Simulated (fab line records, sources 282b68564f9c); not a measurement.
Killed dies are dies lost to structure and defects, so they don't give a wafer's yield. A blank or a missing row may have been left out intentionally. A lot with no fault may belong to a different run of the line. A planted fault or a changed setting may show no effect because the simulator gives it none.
What tool caused it? ; flow rit_cmos ; 8 lots, 24 wafers sampled, at 2 steps of a route of 202

== WHAT EACH GAUGE READ, for each wafer ==
RIT_PSD_TW_MEAS_10.
lot;measured;on;PSD_TW
L103;day 3 13:32;film_metro-02;3438 3458 3462
L105;day 3 22:50;film_metro-02;3449 3434 3436
L107;day 4 08:45;film_metro-02;3446 3457 3458
L109;day 4 17:58;film_metro-03;3382 3381 3391
L111;day 5 03:29;film_metro-02;3436 3438 3429
L113;day 5 13:22;film_metro-02;3453 3450 3447
L115;day 5 22:29;film_metro-01;2938 2934 2933
L117;day 6 10:11;film_metro-02;2904 2913 2902

== WHICH TOOL RAN EACH LOT (tool, then ch and the chambers of the sampled wafers, then the start) ==
lot;RIT_PSD_IMPLANT_08
L103;implanter-02 ch 0, day 3 13:13
L105;implanter-03 ch 0, day 3 22:32
L107;implanter-03 ch 0, day 4 08:26
L109;implanter-01 ch 0, day 4 17:39
L111;implanter-03 ch 0, day 5 03:09
L113;implanter-03 ch 0, day 5 13:02
L115;implanter-03 ch 0, day 5 22:10
L117;implanter-03 ch 0, day 6 09:52
- RIT_PSD_IMPLANT_08

== THE ANSWER, worked out from the rows above alone ==
Rule: usual is defined by the lots themselves. Put in order of their means at a reading, lots are off if they are a third of the lots or fewer, leave a main group of 4 or more, and stand apart from it by a gap of 3 or more times the standard deviation of the main group's means; of several such gaps the widest counts. A main group whose means are all the same, to the digits that the tables above print for the reading, isn't used. Also off: a lot with no number at a reading for which 4 or more lots have one. Where the step has rows for the other lots, those lots are counted as sound.
Off: at RIT_PSD_TW_MEAS_10 (PSD_TW), L115, L117. The main group has a mean of 3436 with a standard deviation of 24.
A tool fits if, at a process step before that reading, it ran every lot that is off, and no sound lot after the first of them. Gauges at RIT_PSD_TW_MEAS_10: tried the same way as those tools. One fits: RIT_PSD_IMPLANT_08 on implanter-03. A fault onset in the window from L113 (day 5 13:02, its last sound lot) to L115 (day 5 22:10, its first lot off) fits.

== WHAT THE SIMULATOR PUT IN ==
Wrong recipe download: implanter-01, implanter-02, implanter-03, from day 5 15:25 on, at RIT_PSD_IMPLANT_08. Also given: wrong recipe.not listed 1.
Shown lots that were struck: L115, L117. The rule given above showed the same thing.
